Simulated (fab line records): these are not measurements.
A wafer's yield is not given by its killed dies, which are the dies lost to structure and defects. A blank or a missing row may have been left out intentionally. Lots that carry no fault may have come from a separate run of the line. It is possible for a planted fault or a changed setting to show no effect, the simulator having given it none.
Split-lot study / flow rit cmos / on a route of 202 steps: 5 lots, 23 wafers read

== ABOUT THE SPLIT ==
At RIT_PSD_IMPLANT_08, the setting energy kev was moved away from the recipe's 27 on 9 of the 23 wafers read, by -5.1% to +3.6%. The other wafers ran this setting at the recipe's value.

== FROM THE SPLIT TO THE READING: what the file shows between them, 6 steps ==
- RIT_PSD_STRIP_09: strips in O2, time 180 s
- RIT_PSD_TW_MEAS_10
- RIT_SDANNEAL_CLEAN_00: cleans in SC1, time 600 s
- RIT_SDANNEAL_CLEAN_01: cleans in dHF, time 30 s
- RIT_SDANNEAL_CLEAN_02: cleans in SC2, time 600 s
- RIT_SDANNEAL_RTA_03: time 5 s

== THE READING ==
PSD_RS, in ohm/sq, at RIT_SDANNEAL_RS_MEAS_04 (measures by four-point-probe). On this fab line, fault-free wafers typically give 116.0 ohm/sq with a standard deviation of 0.35 ohm/sq.

wafer=L076.1; tool, chamber at the split=implanter-03, 0; energy kev as run=27; against the recipe=recipe; PSD_RS, ohm/sq=115.2; against lot-mates on the recipe=-
wafer=L076.2; tool, chamber at the split=implanter-03, 0; energy kev as run=27; against the recipe=recipe; PSD_RS, ohm/sq=115.5; against lot-mates on the recipe=-
wafer=L076.4; tool, chamber at the split=implanter-03, 0; energy kev as run=27; against the recipe=recipe; PSD_RS, ohm/sq=115.3; against lot-mates on the recipe=-
wafer=L076.5; tool, chamber at the split=implanter-03, 0; energy kev as run=27; against the recipe=recipe; PSD_RS, ohm/sq=115.7; against lot-mates on the recipe=-
wafer=L076.6; tool, chamber at the split=implanter-03, 0; energy kev as run=27; against the recipe=recipe; PSD_RS, ohm/sq=115.7; against lot-mates on the recipe=-
wafer=L077.1; tool, chamber at the split=implanter-04, 0; energy kev as run=27; against the recipe=recipe; PSD_RS, ohm/sq=116.4; against lot-mates on the recipe=-
wafer=L077.2; tool, chamber at the split=implanter-04, 0; energy kev as run=27.96; against the recipe=+3.6%; PSD_RS, ohm/sq=114.2; against lot-mates on the recipe=-2.0
wafer=L077.3; tool, chamber at the split=implanter-04, 0; energy kev as run=27.96; against the recipe=+3.6%; PSD_RS, ohm/sq=113.9; against lot-mates on the recipe=-2.3
wafer=L077.5; tool, chamber at the split=implanter-04, 0; energy kev as run=27; against the recipe=recipe; PSD_RS, ohm/sq=116.0; against lot-mates on the recipe=-
wafer=L077.6; tool, chamber at the split=implanter-04, 0; energy kev as run=27.96; against the recipe=+3.6%; PSD_RS, ohm/sq=114.1; against lot-mates on the recipe=-2.1
wafer=L078.2; tool, chamber at the split=implanter-03, 0; energy kev as run=27; against the recipe=recipe; PSD_RS, ohm/sq=116.6; against lot-mates on the recipe=-
wafer=L078.3; tool, chamber at the split=implanter-03, 0; energy kev as run=25.61; against the recipe=-5.1%; PSD_RS, ohm/sq=119.6; against lot-mates on the recipe=+2.9
wafer=L078.4; tool, chamber at the split=implanter-03, 0; energy kev as run=27; against the recipe=recipe; PSD_RS, ohm/sq=116.7; against lot-mates on the recipe=-
wafer=L078.5; tool, chamber at the split=implanter-03, 0; energy kev as run=25.61; against the recipe=-5.1%; PSD_RS, ohm/sq=119.4; against lot-mates on the recipe=+2.8
wafer=L078.6; tool, chamber at the split=implanter-03, 0; energy kev as run=25.61; against the recipe=-5.1%; PSD_RS, ohm/sq=119.8; against lot-mates on the recipe=+3.1
wafer=L080.2; tool, chamber at the split=implanter-01, 0; energy kev as run=27; against the recipe=recipe; PSD_RS, ohm/sq=115.9; against lot-mates on the recipe=-
wafer=L080.3; tool, chamber at the split=implanter-01, 0; energy kev as run=27; against the recipe=recipe; PSD_RS, ohm/sq=115.7; against lot-mates on the recipe=-
wafer=L080.5; tool, chamber at the split=implanter-01, 0; energy kev as run=27; against the recipe=recipe; PSD_RS, ohm/sq=115.8; against lot-mates on the recipe=-
wafer=L081.1; tool, chamber at the split=implanter-01, 0; energy kev as run=26.24; against the recipe=-2.8%; PSD_RS, ohm/sq=117.7; against lot-mates on the recipe=+1.7
wafer=L081.2; tool, chamber at the split=implanter-01, 0; energy kev as run=26.24; against the recipe=-2.8%; PSD_RS, ohm/sq=118.0; against lot-mates on the recipe=+2.0
wafer=L081.3; tool, chamber at the split=implanter-01, 0; energy kev as run=26.24; against the recipe=-2.8%; PSD_RS, ohm/sq=117.5; against lot-mates on the recipe=+1.5
wafer=L081.4; tool, chamber at the split=implanter-01, 0; energy kev as run=27; against the recipe=recipe; PSD_RS, ohm/sq=116.1; against lot-mates on the recipe=-
wafer=L081.5; tool, chamber at the split=implanter-01, 0; energy kev as run=27; against the recipe=recipe; PSD_RS, ohm/sq=116.0; against lot-mates on the recipe=-

THE FIT
A straight line over all 23 wafers: PSD_RS changes by -0.642 ohm/sq for each +1% of energy kev; r = -0.97; the points scatter about the line by 0.41 ohm/sq.
The same after taking each lot's own level away (the mean of its wafers on the recipe; 23 wafers): -0.585 ohm/sq for each +1%; r = -0.99; scatter 0.17 ohm/sq.
On that fit, the largest move of energy kev shifts the reading by 3 ohm/sq.
The lots' own levels span 115.48 to 116.65 ohm/sq, that is 3.3 times the standard deviation above.
The two slopes agree, so the slope changes little with the lot-to-lot level.
Check: for one of the wafers moved furthest among these (-5.1%), held out of the fit, the line's prediction against its lot-mates is +3.02 ohm/sq. It came out at +2.95 ohm/sq against them.

== THE OTHER SPLITS THESE WAFERS WENT THROUGH ==
Other splits were also applied to these wafers ahead of the reading. Each is held against what the fit with the lots' levels taken away leaves over:
other split on the same wafers=RIT_PLDD_IMPLANT_08 dose cm2; wafers away from the commonest value=10; r with PSD_RS (lot level and that fit taken away)=+0.23
other split on the same wafers=RIT_NSD_COAT_01 spin rpm; wafers away from the commonest value=7; r with PSD_RS (lot level and that fit taken away)=-0.18
other split on the same wafers=RIT_NSD_IMPLANT_08 energy kev; wafers away from the commonest value=4; r with PSD_RS (lot level and that fit taken away)=+0.10
other split on the same wafers=RIT_PSD_SOFTBAKE_02 temp c; wafers away from the commonest value=9; r with PSD_RS (lot level and that fit taken away)=+0.03

== THE WHOLE CHAIN: every reading that the file lists as answering this split, in the file's order ==
step=RIT_PSD_IMPLANT_08; what it does=; reading=implant.rp nm (the simulator's own value, which no gauge read); change (the file's fit)=+0.179 nm for each +1% of the setting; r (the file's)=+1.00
step=RIT_PSD_IMPLANT_08; what it does=; reading=implant.drp nm (the simulator's own value, which no gauge read); change (the file's fit)=+0.0851 nm for each +1% of the setting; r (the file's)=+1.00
step=RIT_PSD_TW_MEAS_10; what it does=; reading=PSD_TW; change (the file's fit)=+9.46 for each +1% of the setting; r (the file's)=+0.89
step=RIT_SDANNEAL_RS_MEAS_04; what it does=measures by four-point-probe; reading=PSD_RS; change (the file's fit)=-0.584 for each +1% of the setting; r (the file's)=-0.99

== THE FILE'S OWN FIT ==
PSD_RS changes by -0.584 ohm/sq for each +1% of energy kev, r = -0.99.
